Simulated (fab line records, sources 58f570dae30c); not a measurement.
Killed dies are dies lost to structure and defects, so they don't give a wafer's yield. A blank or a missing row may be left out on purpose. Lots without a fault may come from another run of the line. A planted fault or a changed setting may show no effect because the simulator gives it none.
Split-lot experiment | flow berkeley_cmos170 | 5 lots, 23 wafers read, on a route of 331 steps

THE SPLIT
At UCB170_M3_SPUTTER_01 (material Al, target thk 900 nm, time 120 s), the setting time_s was moved away from the recipe's 120 s on 6 of the 23 wafers read, by -13.9% to -4.3%. The other wafers ran this setting at the recipe's value.

FROM THE SPLIT TO THE READING: what the file shows between them, 1 step
- UCB170_M3_RS_MEAS_02: measures by four-point-probe

THE READING
M3_AL_THK, in nm, at UCB170_M3_THK_MEAS_03 (measures by xrf). Fault-free wafers of this fab line usually give 880 nm, standard deviation 10 nm.

wafer  | tool, chamber at the split | time_s as run, s | against the recipe | M3_AL_THK, nm | against lot-mates on the recipe
L074.2 | pvd_sputter-01, -          | 120              | recipe             | 879           | -
L074.4 | pvd_sputter-01, -          | 120              | recipe             | 874           | -
L074.6 | pvd_sputter-01, -          | 120              | recipe             | 853           | -
L079.1 | pvd_sputter-02, -          | 120              | recipe             | 881           | -
L079.3 | pvd_sputter-02, -          | 120              | recipe             | 882           | -
L079.4 | pvd_sputter-02, -          | 120              | recipe             | 875           | -
L079.5 | pvd_sputter-02, -          | 120              | recipe             | 876           | -
L079.6 | pvd_sputter-02, -          | 120              | recipe             | 876           | -
L078.1 | pvd_sputter-04, -          | 120              | recipe             | 904           | -
L078.2 | pvd_sputter-04, -          | 120              | recipe             | 894           | -
L078.3 | pvd_sputter-04, -          | 114.8            | -4.3%              | 858           | -40
L078.5 | pvd_sputter-04, -          | 114.8            | -4.3%              | 850           | -48
L078.6 | pvd_sputter-04, -          | 120              | recipe             | 895           | -
L084.1 | pvd_sputter-02, -          | 113.4            | -5.5%              | 828           | -47
L084.3 | pvd_sputter-02, -          | 113.4            | -5.5%              | 833           | -42
L084.4 | pvd_sputter-02, -          | 120              | recipe             | 877           | -
L084.5 | pvd_sputter-02, -          | 120              | recipe             | 873           | -
L084.6 | pvd_sputter-02, -          | 120              | recipe             | 875           | -
L085.1 | pvd_sputter-02, -          | 120              | recipe             | 888           | -
L085.2 | pvd_sputter-02, -          | 103.3            | -13.9%             | 758           | -129
L085.3 | pvd_sputter-02, -          | 103.3            | -13.9%             | 761           | -126
L085.4 | pvd_sputter-02, -          | 120              | recipe             | 898           | -
L085.6 | pvd_sputter-02, -          | 120              | recipe             | 876           | -

THE FIT
A straight line over all 23 wafers: M3_AL_THK changes by +8.64 nm for each +1% of time_s; r = +0.96; the points scatter about the line by 11 nm.
The same after taking each lot's own level away (the mean of its wafers on the recipe; 23 wafers): +9.12 nm for each +1%; r = +0.99; scatter 6.5 nm.
On that fit, the largest move of time_s shifts the reading by 1.3e+02 nm.
The lots' own levels span 868.7 to 897.7 nm, that is 2.9 times the standard deviation above.
So the lot-to-lot level changes the slope little: the two slopes agree.
Check: with one of the wafers moved furthest among these (-13.9%) left out of the fit, the line predicts -125 nm for it against its lot-mates. It came out at -129 nm against them.

OTHER SPLITS ON THESE WAFERS
These wafers also went through other splits before the reading. Each is held against what the fit with the lots' levels taken away leaves over:
other split on the same wafers   | wafers away from the commonest value | r with M3_AL_THK (lot level and that fit taken away)
UCB170_SDANNEAL_RTA_01 time_s    | 6                                    | +0.06
UCB170_CONTACT_EXPOSE_12 dose_mj | 10                                   | +0.16
UCB170_CONTACT_ETCH_17 bias_w    | 6                                    | -0.05
UCB170_V2_EXPOSE_09 dose_mj      | 7                                    | +0.02

THE WHOLE CHAIN: every reading that the file lists as answering this split, in the file's order
step                  | what it does                               | reading                                                                     | change (the file's fit)               | r (the file's)
UCB170_M3_SPUTTER_01  | material Al, target thk 900 nm, time 120 s | Al_of_M3_SPUTTER_01.thk_nm (the simulator's own value, which no gauge read) | +9.2 nm for each +1% of the setting   | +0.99
UCB170_M3_RS_MEAS_02  | measures by four-point-probe               | M3_AL_RS                                                                    | -0.000387 for each +1% of the setting | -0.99
UCB170_M3_THK_MEAS_03 | measures by xrf                            | M3_AL_THK                                                                   | +9.12 for each +1% of the setting     | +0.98

THE FILE'S OWN FIT
M3_AL_THK changes by +9.12 nm for each +1% of time_s, r = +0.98.
